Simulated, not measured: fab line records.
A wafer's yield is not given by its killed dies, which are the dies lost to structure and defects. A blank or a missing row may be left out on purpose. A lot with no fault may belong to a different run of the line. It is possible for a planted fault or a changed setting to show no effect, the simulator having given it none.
Which tool is to blame?    flow berkeleyCmos170    Sampling: 14 lots, 42 wafers, 5 of 331 route steps

WHAT EACH GAUGE READ, for each wafer
UCB170_PWELL_OVL_MEAS_13. Usual: PWELL_OVL -1 nm, standard deviation 5.4.
lot   measured     on          PWELL_OVL (nm)  flag
L850  day 3 13:58  overlay-02  -6 9 -4         
L852  day 3 23:06  overlay-01  -1 -3 -1        
L853  day 4 04:50  overlay-02  -3 3 14         
L854  day 4 05:01  overlay-01  -6 -10 -5       
L855  day 4 16:01  overlay-01  -7 -14 -12      
L856  day 4 21:34  overlay-01  -4 -8 -11       
L857  day 5 05:43  overlay-01  1 3 0           
L859  day 5 05:46  overlay-02  -1 4 -3         
L861  day 5 23:23  overlay-02  -3 0 5          
L862  day 6 03:28  overlay-01  6 7 6           
L863  day 6 03:35  overlay-01  2 -3 4          
L864  day 6 10:45  overlay-02  -9 -2 -8        
L867  day 7 01:31  overlay-01  -2 -7 -2        
L872  day 8 03:40  overlay-02  -1 -4 -6        

UCB170_FIELD_THK_MEAS_90. Usual: FIELD_OXIDE_LEFT_1_THK 444 nm, standard deviation 9.6.
lot   measured      on            FIELD_OXIDE_LEFT_1_THK (nm)  flag
L850  day 6 00:33   filmMetro-01  431 432 439                  
L852  day 6 00:34   filmMetro-04  453 455 453                  
L853  day 6 08:32   filmMetro-04  440 439 437                  
L854  day 6 08:34   filmMetro-03  459 443 438                  
L855  day 6 18:22   filmMetro-03  444 442 440                  
L856  day 6 18:22   filmMetro-01  425 435 434                  
L857  day 7 06:43   filmMetro-01  445 438 437                  
L859  day 7 06:44   filmMetro-03  463 460 460                  
L861  day 8 02:50   filmMetro-04  433 445 438                  
L862  day 8 02:53   filmMetro-03  444 444 444                  
L863  day 8 02:49   filmMetro-01  446 447 446                  
L864  day 8 15:17   filmMetro-01  434 432 424                  
L867  day 9 07:15   filmMetro-03  440 451 450                  
L872  day 10 12:34  filmMetro-04  444 459 449                  

UCB170_SCREENOX_THK_MEAS_02. Usual: SCREENOX_OXIDE_THK 14.51 nm, standard deviation 0.23.
lot   measured      on            SCREENOX_OXIDE_THK (nm)  flag
L850  day 6 12:41   filmMetro-04  14.48 14.62 14.65        
L852  day 6 12:42   filmMetro-02  14.77 14.81 14.68        
L853  day 6 20:35   filmMetro-01  14.53 14.68 14.64        
L854  day 6 20:36   filmMetro-04  14.21 14.22 14.35        
L855  day 7 04:50   filmMetro-01  14.01 14.21 14.43        
L856  day 7 04:50   filmMetro-02  14.73 14.61 14.64        
L857  day 7 20:26   filmMetro-02  14.53 14.51 14.29        
L859  day 7 20:26   filmMetro-04  14.43 14.47 14.66        
L861  day 8 17:21   filmMetro-01  14.70 14.72 14.60        
L862  day 8 17:20   filmMetro-04  14.35 14.35 14.43        
L863  day 8 17:20   filmMetro-02  14.35 14.57 14.83        
L864  day 9 06:33   filmMetro-01  14.51 14.46 14.30        
L867  day 9 21:47   filmMetro-04  22.76 22.68 22.75        OFF
L872  day 11 01:18  filmMetro-02  23.83 23.18 23.03        OFF

UCB170_PVT_OVL_MEAS_06. Usual: PVT_OVL 5 nm, standard deviation 6.3.
lot   measured      on          PVT_OVL (nm)  flag
L850  day 6 21:53   overlay-02  0 -2 -2       
L852  day 6 21:49   overlay-01  1 5 3         
L853  day 7 05:08   overlay-01  1 4 0         
L854  day 7 04:54   overlay-02  12 13 13      
L855  day 7 13:29   overlay-02  8 4 13        
L856  day 7 13:19   overlay-02  -2 3 2        
L857  day 8 07:19   overlay-01  16 13 12      
L859  day 8 07:02   overlay-02  2 7 10        
L861  day 9 04:31   overlay-01  5 9 10        
L862  day 9 04:12   overlay-01  9 11 10       
L863  day 9 04:05   overlay-01  3 3 5         
L864  day 9 18:33   overlay-02  13 12 17      
L867  day 10 03:10  overlay-01  -1 -1 6       
L872  day 11 08:02  overlay-02  1 0 0         

EACH LOT AND THE TOOL THAT RAN IT (in order: tool; ch and the chambers of the sampled wafers; start)
lot   UCB170_SCREENOX_OXIDATION_01
L850  furnace-01 ch 0, day 6 11:01
L852  furnace-01 ch 0, day 6 11:01
L853  furnace-02 ch 0, day 6 18:55
L854  furnace-02 ch 0, day 6 18:55
L855  furnace-04 ch 0, day 7 03:10
L856  furnace-04 ch 0, day 7 03:10
L857  furnace-04 ch 0, day 7 18:46
L859  furnace-04 ch 0, day 7 18:46
L861  furnace-02 ch 0, day 8 15:40
L862  furnace-02 ch 0, day 8 15:40
L863  furnace-02 ch 0, day 8 15:40
L864  furnace-02 ch 0, day 9 04:53
L867  furnace-02 ch 0, day 9 17:08
L872  furnace-01 ch 0, day 10 20:38
- UCB170_SCREENOX_OXIDATION_01: target thk 14.4 nm, ox time 2400 s.

WHAT THE TOOLS THEMSELVES READ (means of the sampled wafers that have a number; where no wafer has one, the mark that the record gives instead)
UCB170_SCREENOX_OXIDATION_01. Usual: spikeTcLoadC reads 925.7 C (standard deviation 1.4).
lot   tool        spikeTcLoadC (C)  flag
L850  furnace-01  924.7             
L852  furnace-01  924.3             
L853  furnace-02  924.8             
L854  furnace-02  926.2             
L855  furnace-04  926.3             
L856  furnace-04  926.0             
L857  furnace-04  926.1             
L859  furnace-04  925.9             
L861  furnace-02  926.3             
L862  furnace-02  927.1             
L863  furnace-02  926.3             
L864  furnace-02  926.9             
L867  furnace-02  926.4             
L872  furnace-01  923.7             

THE ANSWER, worked out from the rows above alone
Rule: lot off if the mean of its wafers having a number is beyond 3 standard deviations from the usual mean. A lot without any number at a reading at which 4 lots or more have one is off too. All remaining lots with rows at the step are treated as sound. The gauges are gone through in route order, then the tools' own readings, and for those a lot's mean is taken as printed above. At the first step where some lot is off, the reading lying furthest off is the one used; lots without a number count as furthest.
Off: L867, L872, seen at UCB170_SCREENOX_THK_MEAS_02 (SCREENOX_OXIDE_THK).
A tool fits if, at a process step before that reading, it ran every lot that is off, and no sound lot after the first of them. Gauges at UCB170_SCREENOX_THK_MEAS_02: tried the same way as those tools. Of those tried, none fits.

WHAT THE SIMULATOR HAD INSERTED
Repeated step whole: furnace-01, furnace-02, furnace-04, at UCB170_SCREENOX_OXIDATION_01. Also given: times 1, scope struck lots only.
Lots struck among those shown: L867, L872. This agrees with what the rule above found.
